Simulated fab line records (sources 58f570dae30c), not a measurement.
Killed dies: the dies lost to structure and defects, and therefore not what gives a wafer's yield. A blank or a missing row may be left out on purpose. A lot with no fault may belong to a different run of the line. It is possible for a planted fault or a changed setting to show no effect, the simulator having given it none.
Split-lot study    flow berkeleyCmos170    22 wafers read across 5 lots, on a route 331 steps long

== THE SPLIT ==
At UCB170_NWELL_PEB_10, the setting pebTempC was moved away from the recipe's 130 C on 8 of the 22 wafers read, by -1.3% to +2.2%. This setting was run at the recipe's value on the other wafers.

== SPLIT TO READING: what lies between them in the file, 1 step ==
- UCB170_NWELL_DEVELOP_11: develop time 45 s

== THE READING ==
NWELL.cdNm (the simulator's own value, which no gauge read), in nm, at UCB170_NWELL_ETCH_13 (etches Si3N4 in CH3F/Ar/O2, stops on SiO2, target depth 246.4 nm, time 154 s). The file does not state a usual value for it. Average 3001 nm, standard deviation 1.6 nm, over the 14 wafers here run with the recipe.

wafer   tool, chamber at the split  pebTempC as run, C  against the recipe  NWELL.cdNm, nm  against lot-mates on the recipe
L075.2  lithoTrack-03, 0            130                 recipe              3002            -
L075.3  lithoTrack-03, 0            130                 recipe              3002            -
L075.5  lithoTrack-03, 0            130                 recipe              3002            -
L075.4  lithoTrack-03, 0            130                 recipe              3004            -
L077.2  lithoTrack-04, 0            131.1               +0.8%               3006            +6
L077.5  lithoTrack-04, 0            131.1               +0.8%               3006            +6
L077.3  lithoTrack-04, 0            130                 recipe              3000            -
L077.4  lithoTrack-04, 0            131.1               +0.8%               3007            +8
L077.6  lithoTrack-04, 0            130                 recipe              2999            -
L081.1  lithoTrack-04, 0            130                 recipe              3002            -
L081.3  lithoTrack-04, 0            130                 recipe              3002            -
L081.2  lithoTrack-04, 0            130                 recipe              3001            -
L085.1  lithoTrack-02, 0            130                 recipe              2999            -
L085.2  lithoTrack-02, 0            130                 recipe              3000            -
L085.3  lithoTrack-02, 0            128.3               -1.3%               2988            -12
L085.4  lithoTrack-02, 0            128.3               -1.3%               2988            -12
L085.5  lithoTrack-02, 0            128.3               -1.3%               2987            -12
L083.1  lithoTrack-03, 0            132.8               +2.2%               3015            +16
L083.5  lithoTrack-03, 0            132.8               +2.2%               3015            +16
L083.2  lithoTrack-03, 0            130                 recipe              2999            -
L083.3  lithoTrack-03, 0            130                 recipe              3001            -
L083.6  lithoTrack-03, 0            130                 recipe              2998            -

THE FIT
A straight line over all 22 wafers: NWELL.cdNm changes by +7.79 nm for each +1% of pebTempC; r = +0.97; the points scatter about the line by 1.8 nm.
The same after taking each lot's own level away (the mean of its wafers on the recipe; 22 wafers): +7.98 nm for each +1%; r = +0.99; scatter 0.97 nm.
Per that fit: largest pebTempC move, reading shift of 17 nm.
Measured against the standard deviation above, the lots' own levels, which go from 2999.3 to 3002.5 nm, span 2.0 times it.
The two slopes agree, so the slope changes little with the lot-to-lot level.
Check: for one of the wafers moved furthest among these (+2.2%), held out of the fit, the line's prediction against its lot-mates is +17.4 nm. Against them it came out at +15.7 nm.

== THESE WAFERS: OTHER SPLITS ==
Before the reading, these wafers also passed through other splits. Each is held against what the fit with the lots' levels taken away leaves over:
other split on the same wafers    wafers away from the commonest value  r with NWELL.cdNm (lot level and that fit taken away)
UCB170_ZERO_COAT_01 resistThkNm   8                                     +0.04
UCB170_ZERO_ETCH_06 overEtchFrac  5                                     +0.17

== THE FILE'S OWN FIT ==
NWELL.cdNm changes by +7.81 nm for each +1% of pebTempC, r = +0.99.
